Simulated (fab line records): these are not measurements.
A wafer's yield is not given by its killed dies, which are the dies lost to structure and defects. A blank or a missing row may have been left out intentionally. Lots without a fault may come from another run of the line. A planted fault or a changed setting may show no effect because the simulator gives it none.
One fault seen from 2 desks | flow ritCmos | only its own numbers are on each desk; what lay behind them is given at the end

== AT THE METROLOGY DESK ==
Lot by lot, what the gauges showed, no matter which tool ran the lot: averages of those sampled wafers that carry a number. Any lot whose mean is over 4 standard deviations away from the usual mean is out of limits and marked OUT; that distance is given in the brackets.
Columns: A = NWELL_RS at RIT_WELLDRIVE_RS_MEAS_01, usual 275.3 ohm/sq; B = NLDD_OVL at RIT_NLDD_OVL_MEAS_06, usual -1.2 nm; C = PLDD_TW at RIT_PLDD_TW_MEAS_10, usual 2338; D = NSD_TW at RIT_NSD_TW_MEAS_10, usual 3092
lot  | first seen here | A     | B    | C              | D
L986 | day 2 09:21     | 276.0 | -0.8 | 2328           | 3107
L987 | day 2 15:15     | 275.5 | -0.6 | 2336           | 3088
L988 | day 2 20:38     | 276.0 | -2.1 | 2334           | 3101
L990 | day 3 08:55     | 276.4 | -1.6 | 2336           | 3106
L991 | day 3 13:19     | 274.7 | -1.4 | 2310           | 3094
L992 | day 3 16:58     | 275.3 | -2.1 | 2315           | 3065
L995 | day 4 10:52     | 275.5 | 0.4  | 2328           | 3073
L996 | day 4 11:23     | 274.8 | -0.4 | 2337           | 3087
L998 | day 4 22:52     | 275.0 | -    | 2855 (+37) OUT | 3307 (+12) OUT
L999 | day 5 02:03     | 274.8 | -    | 2869 (+38) OUT | 3333 (+13) OUT
L103 | day 6 07:08     | 274.6 | 0.8  | 2347           | 3097
L106 | day 6 15:08     | 274.4 | -3.0 | 2347           | 3082
L107 | day 6 19:37     | 274.3 | -0.5 | 2327           | 3089
L108 | day 7 02:16     | 275.2 | -1.1 | 2347           | 3097
This desk finds L998, L999 out of limits, with the earliest case on L998 at day 5 14:29 (PLDD_TW at RIT_PLDD_TW_MEAS_10). Within limits: L986, L987, L988, L990, L991, L992, L995, L996, L103, L106, L107, L108.

== AT THE TOOL OWNER'S DESK: lithoTrack-02 ==
The tool's own readings at RIT_NLDD_COAT_01 (resist thk 1000 nm): means of the sampled wafers that have a number, for each lot that ran on this tool. Any lot whose mean is over 4 standard deviations away from the usual mean is out of limits and marked OUT; that distance is given in the brackets.
Columns: A = chillPlateTempC at RIT_NLDD_COAT_01, usual 23.01 C; B = dispensePressureKPa at RIT_NLDD_COAT_01, usual 50.7 kPa
lot  | first seen here | A     | B
L988 | day 3 12:34     | 23.04 | 53.9
L990 | day 4 00:31     | 23.05 | 53.9
L995 | day 5 00:56     | 22.95 | 53.8
This desk's verdict: no lot among the 3 shows anything out of limits.

== TAKEN TOGETHER ==
On L998, L999, the metrology desk was in a position to raise an alarm at day 5 14:29.
The tool owner's desk saw nothing out of limits.
The tool owner's desk has no number on record for L998, L999.
On lithoTrack-02, each named lot ran RIT_NLDD_COAT_01.

== WHAT THE SIMULATOR HAD INSERTED ==
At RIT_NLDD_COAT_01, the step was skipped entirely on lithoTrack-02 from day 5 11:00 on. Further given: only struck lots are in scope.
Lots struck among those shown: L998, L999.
Delay in hours, fault start to first out-of-limits reading, per desk: metrology desk 3.
